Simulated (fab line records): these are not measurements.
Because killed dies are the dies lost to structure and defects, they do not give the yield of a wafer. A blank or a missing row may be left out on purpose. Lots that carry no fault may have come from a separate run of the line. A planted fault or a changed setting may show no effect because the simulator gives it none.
Struck lot and sound lot, side by side -- flow ritCmos -- 21 steps out of a route of 202
Sound: the wafers L747.1, L747.3, L747.5. The struck wafers were L754.1, L754.4, L754.6. The cause is named last.
Per side, at each step with rows, come the tool, then ch with its chambers, and then its first start. Under that, the readings that differ: sound wafers -- struck wafers -- difference of the means -- sigmas: that difference in standard deviations of wafers without a fault.
alike: same words and numbers on both sides, and readings whose means sit less than 2 such deviations apart. not compared: any withheld reading, any reading some wafer has no value for, any bound like >300 that may hide the same value, and any number with overlapping values for which the record gives no deviation.
A row with sigmas, a row that says differs or no value, or rows on one side alone: a step with any of these is where the two part. Numbers that don't overlap but have no deviation are shown without sigmas and don't part them. A reading missing from all wafers of one side parts the sides only when that side holds two or more wafers.

first, 1 step without rows for these wafers: RIT_GATE_HARDBAKE_18 (time 60 s).
RIT_GATE_ETCH_19: etches poly-Si in SF6/CHF3/O2, stops on SiO2, time 165 s, target depth 312.5 nm.
  sound on rieSi-02 ch 1,2, day 3 09:47; struck on rieSi-01 ch 1,2,3, day 4 19:34
  alike: CHF3_flow_sccm, SF6_flow_sccm, drypumpMotorCurrentA, oesProductAu, rfFwdPowerW, throttleValvePct
  not compared: rfHoursCounterH
RIT_GATE_STRIP_20: strips in O2, time 180 s.
  sound on plasmaAsher-01 ch 0,1, day 3 09:54; struck on plasmaAsher-02 ch 0,1, day 4 19:41
  alike: drypumpMotorCurrentA, o2FlowSccm
  not compared: rfHoursCounterH
RIT_GATE_CD_MEAS_90: target cd 150 nm.
  sound on cdSem-01, day 3 10:04; struck on cdSem-02, day 4 19:52
  alike: cdNm
then, 4 steps without rows for these wafers: RIT_REOX_CLEAN_00 (cleans in SC1, time 600 s); RIT_REOX_CLEAN_01 (cleans in dHF, time 30 s); RIT_REOX_CLEAN_02 (cleans in SC2, time 600 s); RIT_REOX_OXIDATION_03 (target thk 25.2 nm, ox time 5580 s).
RIT_REOX_THK_MEAS_04:
  sound on filmMetro-01, day 3 15:23; struck on filmMetro-04, day 4 23:54
  alike: REOX_OXIDE_THK
then, 3 steps without rows for these wafers: RIT_NLDD_HMDS_00 (prime time 60 s); RIT_NLDD_COAT_01 (resist thk 1000 nm); RIT_NLDD_SOFTBAKE_02 (time 60 s).
RIT_NLDD_EXPOSE_03: exposes mask M7, target cd 40700 nm.
  sound on ilineStepper-01 ch 0, day 3 16:02; struck on ilineStepper-02 ch 0, day 5 00:32
reading,sound,struck,difference,sigmas
mask,M7#0 M7#0 M7#0,M8#0 M8#0 M8#0,differs,
then, 2 steps without rows for these wafers: RIT_NLDD_PEB_04; RIT_NLDD_DEVELOP_05 (develop time 50 s).
RIT_NLDD_OVL_MEAS_06:
  sound on overlay-01, day 3 16:26; struck on overlay-02, day 5 00:56
reading,sound,struck,difference,sigmas
NLDD_OVL (nm),2.9 4.5 1.5,- - -,no value on the struck wafers,
then, 2 steps without rows for these wafers: RIT_NLDD_HARDBAKE_07 (time 60 s); RIT_NLDD_IMPLANT_08.
RIT_NLDD_STRIP_09: strips in O2, time 180 s.
  sound on plasmaAsher-02 ch 0,1, day 3 16:46; struck on plasmaAsher-02 ch 0,1, day 5 01:16
  alike: drypumpMotorCurrentA, o2FlowSccm
  not compared: rfHoursCounterH
RIT_NLDD_TW_MEAS_10:
  sound on filmMetro-03, day 3 16:56; struck on filmMetro-03, day 5 01:41
reading,sound,struck,difference,sigmas
NLDD_TW,2467 2454 2443,29 30 30,-2425,-99 or more
  not compared: hold
RIT_M1_PROBE_99:
  sound wafers here have rows in the record (prober-01, day 4 08:46); struck ones have none

WHERE THEY PART
Last at RIT_M1_PROBE_99 as far as this record goes, first at RIT_NLDD_EXPOSE_03.

WHY: what had been put in by the simulator
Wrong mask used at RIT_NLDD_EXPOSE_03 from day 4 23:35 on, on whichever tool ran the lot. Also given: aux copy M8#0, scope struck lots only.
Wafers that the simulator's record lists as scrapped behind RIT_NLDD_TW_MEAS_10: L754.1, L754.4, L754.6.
